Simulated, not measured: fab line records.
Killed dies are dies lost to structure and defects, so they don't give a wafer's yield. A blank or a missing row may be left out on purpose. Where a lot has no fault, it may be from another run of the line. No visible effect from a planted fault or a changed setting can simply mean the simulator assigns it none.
Which tool did it? || flow berkeley_cmos170 || at 1 step of a route of 331, 15 lots with 45 wafers sampled

## WHAT THE GAUGES SHOWED, per wafer
Not one reading of a measure or inspect step in the record can be checked against a usual standard deviation.

## TOOL THAT RAN EACH LOT (tool first, then ch and the chambers of the sampled wafers, then the start)
{"lot": "L731", "UCB170_SILICIDE_RTA_04": "rtp_anneal-01 ch 0, day 6 17:27"}
{"lot": "L733", "UCB170_SILICIDE_RTA_04": "rtp_anneal-01 ch 0, day 6 20:23"}
{"lot": "L734", "UCB170_SILICIDE_RTA_04": "rtp_anneal-01, day 7 02:07"}
{"lot": "L735", "UCB170_SILICIDE_RTA_04": "rtp_anneal-01, day 7 09:44"}
{"lot": "L736", "UCB170_SILICIDE_RTA_04": "rtp_anneal-02, day 7 09:50"}
{"lot": "L742", "UCB170_SILICIDE_RTA_04": "rtp_anneal-01 ch 0, day 8 17:17"}
{"lot": "L744", "UCB170_SILICIDE_RTA_04": "rtp_anneal-02 ch 0, day 9 05:30"}
{"lot": "L745", "UCB170_SILICIDE_RTA_04": "rtp_anneal-01 ch 0, day 9 15:52"}
{"lot": "L747", "UCB170_SILICIDE_RTA_04": "rtp_anneal-02 ch 0, day 10 05:26"}
{"lot": "L748", "UCB170_SILICIDE_RTA_04": "rtp_anneal-01 ch 0, day 10 05:46"}
{"lot": "L746", "UCB170_SILICIDE_RTA_04": "rtp_anneal-02 ch 0, day 10 05:56"}
{"lot": "L749", "UCB170_SILICIDE_RTA_04": "rtp_anneal-01 ch 0, day 10 19:15"}
{"lot": "L750", "UCB170_SILICIDE_RTA_04": "rtp_anneal-02 ch 0, day 10 19:24"}
{"lot": "L751", "UCB170_SILICIDE_RTA_04": "rtp_anneal-02 ch 0, day 11 00:30"}
{"lot": "L752", "UCB170_SILICIDE_RTA_04": "rtp_anneal-01 ch 0, day 11 12:02"}
- UCB170_SILICIDE_RTA_04: time 15 s.

## AS READ BY THE TOOLS THEMSELVES (means over the sampled wafers that have a number; for cases with no such wafer, the mark the record gives instead)
UCB170_SILICIDE_RTA_04. Usual: anneal_temp_c_max 652.7, standard deviation 0.55; chamber_o2_ppm 1.994, standard deviation 0.02; lamp_power_pct 10.0 %, standard deviation 0.44; wafer_temp_C_max 652.9, standard deviation 0.91.
{"lot": "L731", "tool": "rtp_anneal-01", "anneal_temp_c_max": 652.5, "chamber_o2_ppm": 1.992, "lamp_power_pct (%)": 10.4, "wafer_temp_C_max": 653.0, "flag": ""}
{"lot": "L733", "tool": "rtp_anneal-01", "anneal_temp_c_max": 652.6, "chamber_o2_ppm": 1.992, "lamp_power_pct (%)": 10.4, "wafer_temp_C_max": 653.6, "flag": ""}
{"lot": "L734", "tool": "rtp_anneal-01", "anneal_temp_c_max": "-", "chamber_o2_ppm": "-", "lamp_power_pct (%)": "-", "wafer_temp_C_max": "-", "flag": "OFF"}
{"lot": "L735", "tool": "rtp_anneal-01", "anneal_temp_c_max": "-", "chamber_o2_ppm": "-", "lamp_power_pct (%)": "-", "wafer_temp_C_max": "-", "flag": "OFF"}
{"lot": "L736", "tool": "rtp_anneal-02", "anneal_temp_c_max": "-", "chamber_o2_ppm": "-", "lamp_power_pct (%)": "-", "wafer_temp_C_max": "-", "flag": "OFF"}
{"lot": "L742", "tool": "rtp_anneal-01", "anneal_temp_c_max": 652.3, "chamber_o2_ppm": 1.991, "lamp_power_pct (%)": 10.4, "wafer_temp_C_max": 653.7, "flag": ""}
{"lot": "L744", "tool": "rtp_anneal-02", "anneal_temp_c_max": 652.5, "chamber_o2_ppm": 2.007, "lamp_power_pct (%)": 9.5, "wafer_temp_C_max": 652.4, "flag": ""}
{"lot": "L745", "tool": "rtp_anneal-01", "anneal_temp_c_max": 652.4, "chamber_o2_ppm": 1.981, "lamp_power_pct (%)": 10.4, "wafer_temp_C_max": 652.8, "flag": ""}
{"lot": "L747", "tool": "rtp_anneal-02", "anneal_temp_c_max": 652.9, "chamber_o2_ppm": 1.998, "lamp_power_pct (%)": 9.5, "wafer_temp_C_max": 652.3, "flag": ""}
{"lot": "L748", "tool": "rtp_anneal-01", "anneal_temp_c_max": 652.6, "chamber_o2_ppm": 1.982, "lamp_power_pct (%)": 10.4, "wafer_temp_C_max": 653.7, "flag": ""}
{"lot": "L746", "tool": "rtp_anneal-02", "anneal_temp_c_max": 653.4, "chamber_o2_ppm": 1.990, "lamp_power_pct (%)": 9.5, "wafer_temp_C_max": 651.9, "flag": ""}
{"lot": "L749", "tool": "rtp_anneal-01", "anneal_temp_c_max": 652.6, "chamber_o2_ppm": 1.989, "lamp_power_pct (%)": 10.4, "wafer_temp_C_max": 654.3, "flag": ""}
{"lot": "L750", "tool": "rtp_anneal-02", "anneal_temp_c_max": 652.4, "chamber_o2_ppm": 1.995, "lamp_power_pct (%)": 9.5, "wafer_temp_C_max": 652.9, "flag": ""}
{"lot": "L751", "tool": "rtp_anneal-02", "anneal_temp_c_max": 653.2, "chamber_o2_ppm": 1.987, "lamp_power_pct (%)": 9.5, "wafer_temp_C_max": 652.0, "flag": ""}
{"lot": "L752", "tool": "rtp_anneal-01", "anneal_temp_c_max": 652.2, "chamber_o2_ppm": 2.006, "lamp_power_pct (%)": 10.4, "wafer_temp_C_max": 652.7, "flag": ""}

## THE ANSWER, worked out from the rows above alone
Rule: take the mean of a lot's wafers that have a number; if it is more than 3 standard deviations from the usual mean, the lot is off. Also off: a lot with no number at a reading for which 4 or more lots have one. The other lots that the step has rows for count as sound. After the gauges, taken in route order, come the tools' own readings; for these a lot's mean is taken, as printed above. At the first step where some lot is off, the reading lying furthest off is the one used; lots without a number count as furthest.
Off at UCB170_SILICIDE_RTA_04 (anneal_temp_c_max): L734, L735, L736. Without a number there: L734, L735, L736.
A tool fits if, at that step or a process step before it, it ran every lot that is off, and no sound lot after the first of them. Of those tried, none fits.

## WHAT THE SIMULATOR HAD INSERTED
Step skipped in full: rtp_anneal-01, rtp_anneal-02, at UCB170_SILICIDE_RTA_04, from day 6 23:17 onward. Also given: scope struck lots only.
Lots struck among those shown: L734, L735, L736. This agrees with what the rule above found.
